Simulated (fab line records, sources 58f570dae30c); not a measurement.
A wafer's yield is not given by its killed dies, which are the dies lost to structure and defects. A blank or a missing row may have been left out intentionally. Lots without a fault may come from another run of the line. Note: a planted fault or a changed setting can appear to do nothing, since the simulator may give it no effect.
A struck lot beside a sound one + flow berkeley-cmos170 + 16 out of 331 route steps
Sound: wafers L279.1, L279.3, L279.4. Wafers struck: L289.1, L289.3, L289.4. The cause is named last.
Per side, at each step with rows, come the tool, then ch with its chambers, and then its first start. Under that, the readings that differ: sound wafers + struck wafers + difference of the means + sigmas: that difference in standard deviations of wafers without a fault.
alike: words and numbers the same on both sides, and readings whose means are apart by under 2 such deviations; not compared: readings that were withheld, readings missing a value for some wafer, numbers with overlapping values and no deviation given by the record, and bounds like >300 which may hide the same value.
A row with sigmas, a row that says differs or no value, or rows on one side alone: a step with any of these is where the two part. Numbers that don't overlap but have no deviation are shown without sigmas and don't part them. Lack of a reading on every wafer of one side parts them only where that side has two or more wafers.

first, 2 steps without rows for these wafers: UCB170_M2_COAT_05 (resist thk 900 nm); UCB170_M2_SOFTBAKE_06 (time 60 s).
UCB170_M2_STRIP_07: strips in O2.
  sound on plasma-asher-01 ch 0,1, day 10 05:01; struck on plasma-asher-04 ch 0,1, day 11 17:54
  alike: drypump-motor-current-A, o2-flow-sccm, oes-product-au, strip-time-to-endpoint-s
  not compared: rf-hours-counter-h
then, 7 steps without rows for these wafers: UCB170_M2_STRIP_08 (strips KrF in DMSO, time 600 s); UCB170_M2_COAT_09; UCB170_M2_COAT_10 (resist thk 900 nm); UCB170_M2_SOFTBAKE_11 (time 60 s); UCB170_M2_EXPOSE_12 (exposes mask METAL2, target cd 700 nm); UCB170_M2_PEB_13; UCB170_M2_DEVELOP_14 (develop time 45 s).
UCB170_M2_CD_MEAS_15: target cd 700 nm.
  sound: cd-sem-02 at day 10 06:53; struck: cd-sem-01 at day 11 20:04
  alike: cd-nm
UCB170_M2_OVL_MEAS_16:
  sound: overlay-02 at day 10 07:00; struck: overlay-02 at day 11 20:11
  alike: M2_OVL
UCB170_M2_ETCH_17: etches BARC in N2/H2.
  sound on rie-diel-03 ch 0,2,3, day 10 07:02; struck on rie-diel-03 ch 1,2,3, day 11 20:13
  no value came back on the struck wafers for any of 5 readings (bias-w (W), chamber-pressure-mTorr (mTorr) and others); on the sound wafers bias-w (W) reads 99.5 99.7 100.6
UCB170_M2_METAL_ETCH_18: etches Al in Cl2/BCl3, stops on SiO2, target depth 1170 nm, time 195 s.
  sound on rie-metal-03 ch 0,1, day 10 07:05; struck on rie-metal-02 ch 0,1, day 11 20:16
| reading               | sound             | struck            | difference | sigmas |
|-----------------------|-------------------|-------------------|------------|--------|
| oes-product-au (a.u.) | 0.875 0.861 0.854 | 0.368 0.371 0.370 | -0.494     | -35    |
  alike: bcl3-flow-sccm, bias-w, drypump-motor-current-A, throttle-valve-pct
  not compared: rf-hours-counter-h
UCB170_M2_STRIP_19: strips in O2.
  sound on plasma-asher-02 ch 0,1, day 10 07:16; struck on plasma-asher-01 ch 0,1, day 11 20:27
  alike: drypump-motor-current-A, o2-flow-sccm, oes-product-au
  not compared: rf-hours-counter-h
UCB170_M2_CD_MEAS_90: target cd 700 nm.
  sound: cd-sem-02 at day 10 07:22; struck: cd-sem-01 at day 11 20:33
| reading    | sound       | struck | difference                    | sigmas |
|------------|-------------|--------|-------------------------------|--------|
| cd-nm (nm) | 705 704 701 | - - -  | no value on the struck wafers |        |

## WHERE THEY PART
Last at UCB170_M2_CD_MEAS_90 as far as this record goes, first at UCB170_M2_ETCH_17.

WHY: what the simulator had put in
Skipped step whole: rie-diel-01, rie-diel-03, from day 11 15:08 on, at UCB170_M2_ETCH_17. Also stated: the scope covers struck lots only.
